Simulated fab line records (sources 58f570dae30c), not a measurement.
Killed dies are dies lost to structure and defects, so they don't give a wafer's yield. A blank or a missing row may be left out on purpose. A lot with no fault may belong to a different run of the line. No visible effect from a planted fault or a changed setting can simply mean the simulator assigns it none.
Comparing a struck lot with a sound one + flow berkeleyCmos170 + 14 out of 331 route steps
Sound: the wafers L750.3, L750.4, L750.5. Wafers L764.3, L764.5, L764.6 were the ones struck. The cause is named last.
At each step with rows: each side's tool, then ch and its chambers, then its first start. Under that, the readings that differ: sound wafers + struck wafers + difference of the means + sigmas: that difference in standard deviations of wafers without a fault.
alike: readings with means less than 2 such deviations apart, plus words and numbers identical on both sides. not compared: withheld readings, readings lacking a value on some wafer, bounds such as >300 that could conceal the same value, and numbers that have no deviation in the record and whose values overlap.
The two part at a step that has a row with sigmas, a row that says differs or no value, or rows on one side only. Numbers that have no deviation but don't overlap get no sigmas and don't part them. A reading that every wafer of one side lacks parts them only if that side has two wafers or more.

first, 4 steps without rows for these wafers: UCB170_PVT_SOFTBAKE_02 (time 60 s); UCB170_PVT_EXPOSE_03 (exposes mask NWELL, target cd 3000 nm); UCB170_PVT_PEB_04; UCB170_PVT_DEVELOP_05 (develop time 45 s).
UCB170_PVT_OVL_MEAS_06:
  sound on overlay-02, day 6 00:56; struck on overlay-02, day 9 11:53
  alike: PVT_OVL
next, for these wafers, 1 step has no rows: UCB170_PVT_IMPLANT_07.
UCB170_PVT_STRIP_08: strips in O2.
  sound on plasmaAsher-04 ch 0,1, day 6 01:08; struck on plasmaAsher-01 ch 0,1, day 9 12:06
  alike: chamberPressureMTorr, drypumpMotorCurrentA, oesProductAu, stripTimeToEndpointS
  not compared: rfHoursCounterH
UCB170_PVT_TW_MEAS_09:
  sound on filmMetro-03, day 6 01:13; struck on filmMetro-03, day 9 12:11
  alike: PVT_TW
then, 1 step without rows for these wafers: UCB170_GATE_WET_ETCH_00 (etches SiO2 in dHF, time 200 s).
UCB170_FIELD_THK_MEAS_91:
  sound on filmMetro-04, day 6 01:21; struck on filmMetro-04, day 9 12:19
  alike: FIELD_OXIDE_LEFT_2_THK
then, 1 step without rows for these wafers: UCB170_GATE_OXIDATION_01 (target thk 6.6 nm, ox time 1800 s).
UCB170_GATE_THK_MEAS_02:
  sound on filmMetro-03, day 6 07:23; struck on filmMetro-03, day 9 19:43
  alike: GATE_OXIDE_THK
UCB170_GATE_ANNEAL_03: time 1800 s.
  struck on furnace-01, day 9 23:57; sound on furnace-02 ch 0, day 6 12:15
  no value came back on the struck wafers for spikeTcCentreC (C), spikeTcLoadC (C), timeS (s), zonePowerCentrePct (%); on the sound wafers spikeTcCentreC (C) reads 902.1 902.2 899.0
then, 1 step without rows for these wafers: UCB170_GATE_CVD_04 (deposits poly-Si from SiH4, time 1440 s, target thk 214 nm).

WHERE THEY PART
UCB170_GATE_ANNEAL_03 only, going by this record.

WHY: what the simulator had put in
Skipped step whole: furnace-01, from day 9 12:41 on, at UCB170_GATE_ANNEAL_03. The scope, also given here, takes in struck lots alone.
